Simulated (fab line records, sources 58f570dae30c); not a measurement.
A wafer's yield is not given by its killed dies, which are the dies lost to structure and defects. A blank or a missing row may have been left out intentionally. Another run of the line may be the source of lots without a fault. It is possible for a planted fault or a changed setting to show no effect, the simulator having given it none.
The same fault as seen by 2 desks :: flow berkeley-cmos170 :: every desk sees just its own numbers, and what lay behind them comes last

== FOR THE TOOL OWNER'S DESK: plasma-asher-03 ==
The tool's own readings at UCB170_V2_STRIP_15 (strips in O2): means of the sampled wafers that have a number, for each lot that ran on this tool. A lot is out of limits, marked OUT, if its mean lies more than 4 standard deviations from the usual mean; the brackets give that distance.
Columns: A = drypump-motor-current-A at UCB170_V2_STRIP_15, usual 5.1 A; B = oes-product-au at UCB170_V2_STRIP_15, usual 0.722 a.u.; C = strip-time-to-endpoint-s at UCB170_V2_STRIP_15, usual 15.30 s
lot: L304
first seen here: day 8 18:17
A: 4.9
B: 0.723
C: 15.53

lot: L306
first seen here: day 9 02:27
A: 4.9
B: 0.721
C: 15.44

lot: L310
first seen here: day 9 10:50
A: 4.9
B: 0.721
C: 15.24

lot: L319
first seen here: day 11 06:39
A: 5.0
B: 0.722
C: 15.13

lot: L321
first seen here: day 12 11:34
A: 4.9
B: 0.722
C: 15.19
Result from this desk: across the 5 lots, nothing is out of limits.

== FROM THE METROLOGY DESK ==
What the gauges read for every lot (on any tool): the sampled wafers with a number, averaged. A lot is out of limits, marked OUT, if its mean lies more than 4 standard deviations from the usual mean; the brackets give that distance.
Columns: A = V1_BOW at UCB170_V1_BOW_MEAS_03, usual 21 um
lot: L305
first seen here: day 8 05:53
A: 22

lot: L304
first seen here: day 8 06:13
A: 23

lot: L303
first seen here: day 8 06:14
A: 22

lot: L306
first seen here: day 8 14:23
A: 20

lot: L310
first seen here: day 9 01:48
A: 21

lot: L308
first seen here: day 9 01:52
A: 19

lot: L309
first seen here: day 9 12:23
A: 22

lot: L312
first seen here: day 9 22:31
A: 19

lot: L313
first seen here: day 9 22:48
A: 17

lot: L319
first seen here: day 10 20:31
A: 12

lot: L320
first seen here: day 11 19:53
A: 15

lot: L324
first seen here: day 11 22:19
A: 30

lot: L322
first seen here: day 11 22:36
A: 26

lot: L321
first seen here: day 11 22:37
A: 22
Result from this desk: across the 14 lots, nothing is out of limits.

== TAKEN TOGETHER ==
Nothing out of limits was seen by the tool owner's desk.
Nothing out of limits was seen by the metrology desk.

== WHAT HAD BEEN PUT IN BY THE SIMULATOR ==
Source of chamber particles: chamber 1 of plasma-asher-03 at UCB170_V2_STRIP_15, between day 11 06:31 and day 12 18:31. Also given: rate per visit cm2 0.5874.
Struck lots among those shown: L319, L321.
